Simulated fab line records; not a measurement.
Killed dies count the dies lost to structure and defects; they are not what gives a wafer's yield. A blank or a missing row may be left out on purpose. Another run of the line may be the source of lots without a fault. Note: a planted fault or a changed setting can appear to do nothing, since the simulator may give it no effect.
Struck lot and sound lot, side by side | flow ritCmos | 18 steps out of a route of 202
Sound: these wafers, L701.2, L701.4, L701.5. The struck wafers were L715.2, L715.3, L715.6. The cause is named last.
For every step that has rows: the tool of each side, followed by ch and its chambers, followed by its first start. Under that, the readings that differ: sound wafers | struck wafers | difference of the means | sigmas: that difference in standard deviations of wafers without a fault.
alike: readings whose means differ by less than 2 such deviations, and words and numbers that are the same on both sides. not compared: withheld readings, readings that some wafer has no value for, bounds like >300 that may hide the same value, and numbers for which the record gives no deviation and whose values overlap.
Wherever a step has rows on one side only, a row that says differs or no value, or a row with sigmas, the two part there. Numbers that have no deviation but don't overlap get no sigmas and don't part them. A reading missing from all wafers of one side parts the sides only when that side holds two or more wafers.

RIT_ACTIVE_BOW_MEAS_00:
  sound on filmMetro-04 at day 1 15:01; struck on filmMetro-04 at day 4 13:01
  alike: INCOMING_BOW
then, 1 step without rows for these wafers: RIT_ACTIVE_OXIDATION_01 (target thk 46.8 nm, ox time 3360 s).
RIT_ACTIVE_THK_MEAS_02:
  sound on filmMetro-04 at day 1 17:58; struck on filmMetro-02 at day 4 15:38
  alike: ACTIVE_OXIDE_THK
then, 1 step without rows for these wafers: RIT_ACTIVE_CVD_03 (deposits Si3N4 from SiH2Cl2/NH3, target thk 150 nm, time 1500 s).
RIT_ACTIVE_THK_MEAS_04:
  sound on filmMetro-01 at day 1 19:42; struck on filmMetro-04 at day 4 17:07
  alike: ACTIVE_NITRIDE_THK
then, 5 steps without rows for these wafers: RIT_ACTIVE_HMDS_05 (prime time 60 s); RIT_ACTIVE_COAT_06 (resist thk 995 nm); RIT_ACTIVE_SOFTBAKE_07 (time 60 s); RIT_ACTIVE_EXPOSE_08 (exposes mask M1, target cd 1400 nm); RIT_ACTIVE_PEB_09.
RIT_ACTIVE_DEVELOP_10: develop time 50 s.
  sound on lithoTrack-04 ch 0, day 1 20:00; struck on lithoTrack-03 ch 0, day 4 18:00
RIT_ACTIVE_CD_MEAS_11: target cd 1400 nm.
  sound on cdSem-01 at day 1 20:37; struck on cdSem-01 at day 4 18:24
  alike: cdNm
then, 1 step without rows for these wafers: RIT_ACTIVE_HARDBAKE_12 (time 60 s).
RIT_ACTIVE_ETCH_13: etches Si3N4 in SF6, stops on SiO2, time 210 s, target depth 210 nm.
  sound on rieDiel-01 ch 0,1,2, day 1 20:52; struck on rieDiel-04 ch 2,3, day 4 18:39
reading              | sound          | struck         | difference | sigmas
throttleValvePct (%) | 7.48 7.47 7.39 | 7.77 7.49 7.77 | +0.23      | +2
  alike: drypumpMotorCurrentA, oesProductAu
  not compared: rfHoursCounterH
RIT_ACTIVE_STRIP_14: strips in O2, time 180 s.
  sound on plasmaAsher-03 ch 1, day 1 21:00; struck on plasmaAsher-03 ch 0,1, day 4 18:47
  alike: drypumpMotorCurrentA, rfReflPowerW
  not compared: rfHoursCounterH
RIT_ACTIVE_CD_MEAS_90: target cd 1400 nm.
  sound on cdSem-01 at day 1 21:11; struck on cdSem-01 at day 4 18:59
  alike: cdNm
then, 1 step without rows for these wafers: RIT_ACTIVE_CLEAN_15 (cleans in SC1, time 589 s).
-- the record jumps here: 2 days lie between the struck wafers' starts before and after (it left off in module ACTIVE and takes up again in module M1, whose first step shown is number 202 of the route) --
RIT_M1_PROBE_99:
  sound on prober-02 at day 3 23:09; struck on prober-02 at day 7 01:34
  alike: killedAtContacts, killedAtFrontEnd, killedDies, killedOpen, killedShort

## WHERE THEY PART
RIT_ACTIVE_ETCH_13 only, going by this record. Later steps at which nothing parts them and some readings are alike: RIT_ACTIVE_STRIP_14, RIT_ACTIVE_CD_MEAS_90, RIT_M1_PROBE_99.

WHY: whatever the simulator had introduced
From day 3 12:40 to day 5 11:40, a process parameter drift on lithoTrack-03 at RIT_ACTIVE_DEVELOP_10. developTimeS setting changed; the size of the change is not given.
